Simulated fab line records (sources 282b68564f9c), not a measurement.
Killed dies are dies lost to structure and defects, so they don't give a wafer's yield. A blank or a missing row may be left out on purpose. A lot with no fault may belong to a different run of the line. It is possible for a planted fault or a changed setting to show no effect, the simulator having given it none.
Lot-split experiment + flow rit_cmos + 23 wafers read across 5 lots, on a route 202 steps long

ON THE SPLIT
At RIT_M1_SPUTTER_00 (material Al, target thk 400 nm, time 500 s), the setting power_w was moved away from the recipe's 2000 W on 7 of the 23 wafers read, by -11.9% to +9.1%. All remaining wafers had this setting at the recipe value.

FROM THE SPLIT TO THE READING: what the file shows between them, 5 steps
- RIT_M1_RS_MEAS_01: measures by four-point-probe
- RIT_M1_THK_MEAS_02: measures by xrf
- RIT_M1_DEVELOP_08: develop time 68 s (also split here: develop_time_s)
- RIT_M1_CD_MEAS_09: target cd 2600 nm
- RIT_M1_HARDBAKE_11: time 120 s

THE READING
oes_product_au, in a.u., at RIT_M1_METAL_ETCH_12 (etches Al in Cl2/BCl3, stops on SiO2, time 165 s, target depth 600 nm). A value of 0.767 a.u. with a standard deviation of 0.012 a.u. is what fault-free wafers of this fab line usually give.

| wafer  | tool, chamber at the split | power_w as run, W | against the recipe | oes_product_au, a.u. | against lot-mates on the recipe |
|--------|----------------------------|-------------------|--------------------|----------------------|---------------------------------|
| L074.1 | pvd_sputter-02, -          | 2000              | recipe             | 0.780                | -                               |
| L074.2 | pvd_sputter-02, -          | 2000              | recipe             | 0.774                | -                               |
| L074.3 | pvd_sputter-02, -          | 1763              | -11.9%             | 0.726                | -0.052                          |
| L074.4 | pvd_sputter-02, -          | 2000              | recipe             | 0.780                | -                               |
| L074.5 | pvd_sputter-02, -          | 1763              | -11.9%             | 0.722                | -0.056                          |
| L075.1 | pvd_sputter-02, -          | 2000              | recipe             | 0.771                | -                               |
| L075.2 | pvd_sputter-02, -          | 2000              | recipe             | 0.768                | -                               |
| L075.3 | pvd_sputter-02, -          | 2000              | recipe             | 0.757                | -                               |
| L075.5 | pvd_sputter-02, -          | 2000              | recipe             | 0.774                | -                               |
| L075.6 | pvd_sputter-02, -          | 2000              | recipe             | 0.770                | -                               |
| L076.1 | pvd_sputter-03, -          | 2000              | recipe             | 0.748                | -                               |
| L076.2 | pvd_sputter-03, -          | 2000              | recipe             | 0.780                | -                               |
| L076.6 | pvd_sputter-03, -          | 2000              | recipe             | 0.775                | -                               |
| L078.1 | pvd_sputter-01, -          | 2175              | +8.7%              | 0.812                | +0.049                          |
| L078.2 | pvd_sputter-01, -          | 2175              | +8.7%              | 0.792                | +0.029                          |
| L078.4 | pvd_sputter-01, -          | 2175              | +8.7%              | 0.807                | +0.044                          |
| L078.5 | pvd_sputter-01, -          | 2000              | recipe             | 0.764                | -                               |
| L078.6 | pvd_sputter-01, -          | 2000              | recipe             | 0.762                | -                               |
| L085.2 | pvd_sputter-02, -          | 2000              | recipe             | 0.780                | -                               |
| L085.3 | pvd_sputter-02, -          | 2000              | recipe             | 0.747                | -                               |
| L085.4 | pvd_sputter-02, -          | 2181              | +9.1%              | 0.823                | +0.068                          |
| L085.5 | pvd_sputter-02, -          | 2000              | recipe             | 0.739                | -                               |
| L085.6 | pvd_sputter-02, -          | 2181              | +9.1%              | 0.815                | +0.060                          |

THE FIT
A straight line over all 23 wafers: oes_product_au changes by +0.00429 a.u. for each +1% of power_w; r = +0.89; the points scatter about the line by 0.012 a.u.
The same after taking each lot's own level away (the mean of its wafers on the recipe; 23 wafers): +0.00514 a.u. for each +1%; r = +0.93; scatter 0.011 a.u.
The reading moves by 0.061 a.u. for the largest change in power_w, on that fit.
From 0.7553 to 0.7780 a.u.: that is the span of the lots' own levels, equal to 1.9 times the standard deviation above.
So the lot-to-lot level changes the slope: the two fits differ.
Check: -0.0625 a.u. against its lot-mates is what the line predicts for one of the wafers moved furthest among these (-11.9%) when that wafer is left out of the fit. It came out at -0.052 a.u. against them.

THE OTHER SPLITS THESE WAFERS WENT THROUGH
Other splits were also applied to these wafers ahead of the reading. Each is held against what the fit with the lots' levels taken away leaves over:
| other split on the same wafers   | wafers away from the commonest value | r with oes_product_au (lot level and that fit taken away) |
|----------------------------------|--------------------------------------|-----------------------------------------------------------|
| RIT_NSD_IMPLANT_08 energy_kev    | 8                                    | +0.24                                                     |
| RIT_PSD_IMPLANT_08 energy_kev    | 9                                    | -0.18                                                     |
| RIT_SILICIDE_SPUTTER_01 time_s   | 8                                    | -0.06                                                     |
| RIT_CONTACT_CVD_00 time_s        | 5                                    | -0.03                                                     |
| RIT_M1_DEVELOP_08 develop_time_s | 5                                    | -0.04                                                     |

THE WHOLE CHAIN: every reading that the file lists as answering this split, in the file's order
| step                 | what it does                                                          | reading                                                                     | change (the file's fit)                   | r (the file's) |
|----------------------|-----------------------------------------------------------------------|-----------------------------------------------------------------------------|-------------------------------------------|----------------|
| RIT_M1_SPUTTER_00    | material Al, target thk 400 nm, time 500 s                            | Al_of_M1_SPUTTER_00.thk_nm (the simulator's own value, which no gauge read) | +4.2 nm for each +1% of the setting       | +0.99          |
| RIT_M1_RS_MEAS_01    | measures by four-point-probe                                          | M1_AL_RS                                                                    | -0.000806 for each +1% of the setting     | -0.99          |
| RIT_M1_THK_MEAS_02   | measures by xrf                                                       | M1_AL_THK                                                                   | +4.35 for each +1% of the setting         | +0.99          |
| RIT_M1_METAL_ETCH_12 | etches Al in Cl2/BCl3, stops on SiO2, time 165 s, target depth 600 nm | oes_product_au                                                              | +0.00525 a.u. for each +1% of the setting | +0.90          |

FILE'S OWN FIT
oes_product_au changes by +0.00525 a.u. for each +1% of power_w, r = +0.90.
